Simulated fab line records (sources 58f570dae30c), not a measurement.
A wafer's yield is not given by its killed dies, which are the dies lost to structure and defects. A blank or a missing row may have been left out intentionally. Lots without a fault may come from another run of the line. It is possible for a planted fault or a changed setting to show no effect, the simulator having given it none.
What tool caused it?    flow berkeley_cmos170    at 1 step of a route of 331, 14 lots with 42 wafers sampled

== WHAT THE GAUGES READ, wafer by wafer ==
No reading from a measuring or inspecting step in the record can be judged against a usual standard deviation.

== WHICH TOOL RAN EACH LOT (tool, then ch and the chambers of the sampled wafers, then the start) ==
lot   UCB170_PFIELD_IMPLANT_07
L991  implanter-04 ch 0, day 4 08:48
L994  implanter-01 ch 0, day 5 04:55
L993  implanter-02 ch 0, day 5 05:16
L996  implanter-04 ch 0, day 5 17:24
L997  implanter-04 ch 0, day 5 17:54
L998  implanter-01 ch 0, day 6 05:05
L107  implanter-04 ch 0, day 8 00:28
L109  implanter-04 ch 0, day 8 12:26
L108  implanter-01 ch 0, day 8 12:44
L110  implanter-02 ch 0, day 8 20:16
L111  implanter-01 ch 0, day 8 20:32
L112  implanter-02 ch 0, day 9 07:02
L113  implanter-01 ch 0, day 9 07:16
L114  implanter-01 ch 0, day 9 17:53
- UCB170_PFIELD_IMPLANT_07

== WHAT THE TOOLS THEMSELVES READ (means of the sampled wafers that have a number; where no wafer has one, the mark that the record gives instead) ==
UCB170_PFIELD_IMPLANT_07.
lot   tool          beam_energy_keV
L991  implanter-04  80.035
L994  implanter-01  79.994
L993  implanter-02  80.001
L996  implanter-04  79.956
L997  implanter-04  79.993
L998  implanter-01  80.012
L107  implanter-04  76.872
L109  implanter-04  76.920
L108  implanter-01  79.995
L110  implanter-02  80.011
L111  implanter-01  80.016
L112  implanter-02  80.017
L113  implanter-01  80.006
L114  implanter-01  79.988

== THE ANSWER, worked out from the rows above alone ==
Rule: the usual values come from the lots themselves. The widest of any qualifying gaps counts: lots, ordered by their means at a reading, are off when they make up no more than a third of the lots, leave a main group of 4 or more, and stand apart from it by 3 or more times the standard deviation of that group's means. The tables above print the reading to a certain number of digits; a main group whose means all agree to those digits is not used. Also off: a lot with no number at a reading for which 4 or more lots have one. Any other lot the step has rows for is counted as sound. Order of review: gauges by route order, followed by the tools' own readings, for which a lot's mean as printed above is used. At the first step where some lot is off, the reading lying furthest off is the one used; lots without a number count as furthest.
Off at UCB170_PFIELD_IMPLANT_07 (beam_energy_keV): L107, L109. The main group: mean 80.002, standard deviation 0.019.
If a tool, at that step or one of the process steps before it, ran each lot that is off and ran no sound lot following the first of them, it fits. One fits: UCB170_PFIELD_IMPLANT_07 on implanter-04. A fault onset in the window from L997 (day 5 17:54, its last sound lot) to L107 (day 8 00:28, its first lot off) fits.
The tool's own readings at UCB170_PFIELD_IMPLANT_07 bear it out: on the lots that are off they differ by more than 5 times the standard deviation of the sound lots' means. beam_energy_keV reads 76.896 there against 80.002 on the sound lots.

== WHAT HAD BEEN PUT IN BY THE SIMULATOR ==
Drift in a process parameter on implanter-04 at UCB170_PFIELD_IMPLANT_07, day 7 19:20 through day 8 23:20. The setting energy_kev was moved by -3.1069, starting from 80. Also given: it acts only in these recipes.
Lots struck among those shown: L107, L109. This agrees with what the rule above found.
